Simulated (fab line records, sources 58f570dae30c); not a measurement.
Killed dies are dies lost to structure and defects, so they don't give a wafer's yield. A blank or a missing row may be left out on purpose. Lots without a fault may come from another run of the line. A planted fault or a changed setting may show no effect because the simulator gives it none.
One fault seen from 2 desks | flow berkeley_cmos170 | each desk has only its own numbers; what lay behind them comes last

THE METROLOGY DESK
What the gauges read, lot by lot, whatever tool the lot ran on: means of the sampled wafers that have a number. A lot is out of limits, marked OUT, if its mean lies more than 4 standard deviations from the usual mean; the brackets give that distance. Of its 10 readings 7 are shown: those that lie furthest out on some lot.
Columns: A = cd_nm at UCB170_GATE_CD_MEAS_90, usual 350.2 nm; B = PLDD_OVL at UCB170_PLDD_OVL_MEAS_07, usual 0 nm; C = PLDD_TW at UCB170_PLDD_TW_MEAS_11, usual 1019; D = cd_nm at UCB170_NLDD_CD_MEAS_06, usual 1199.5 nm; E = NLDD_OVL at UCB170_NLDD_OVL_MEAS_07, usual 1 nm; F = NLDD_TW at UCB170_NLDD_TW_MEAS_11, usual 2214; G = cd_nm at UCB170_PSD_CD_MEAS_06, usual 1199.6 nm
lot  | first seen here | A     | B  | C    | D      | E  | F    | G
L729 | day 7 22:04     | 351.0 | -5 | 1003 | 1197.8 | 8  | 2183 | 1199.1
L732 | day 7 22:23     | 350.2 | -3 | 1031 | 1199.6 | -0 | 2255 | 1199.4
L736 | day 9 10:28     | 347.0 | 2  | 1031 | 1199.1 | 1  | 2211 | 1199.6
L737 | day 9 10:43     | 348.8 | -8 | 1025 | 1199.7 | 10 | 2187 | 1198.8
L746 | day 11 00:49    | 348.7 | 0  | 1032 | 1199.8 | -5 | 2205 | 1199.8
L748 | day 12 05:39    | 350.0 | 5  | 1023 | 1201.1 | -1 | 2181 | 1201.6
This desk's finding: nothing out of limits on any of the 6 lots.

THE TOOL OWNER'S DESK: implanter-02
The tool's own readings at UCB170_PLDD_IMPLANT_09: means of the sampled wafers that have a number, for each lot that ran on this tool. A lot is out of limits, marked OUT, if its mean lies more than 4 standard deviations from the usual mean; the brackets give that distance.
Columns: A = tilt_deg at UCB170_PLDD_IMPLANT_09, usual 7.003 degrees
lot  | first seen here | A
L729 | day 8 00:27     | 7.012
L736 | day 9 12:11     | 7.020
L737 | day 9 12:39     | 6.971
This desk's finding: nothing out of limits on any of the 3 lots.

PUT TOGETHER
The metrology desk saw nothing out of limits.
The tool owner's desk saw nothing out of limits.

WHAT THE SIMULATOR HAD PUT IN
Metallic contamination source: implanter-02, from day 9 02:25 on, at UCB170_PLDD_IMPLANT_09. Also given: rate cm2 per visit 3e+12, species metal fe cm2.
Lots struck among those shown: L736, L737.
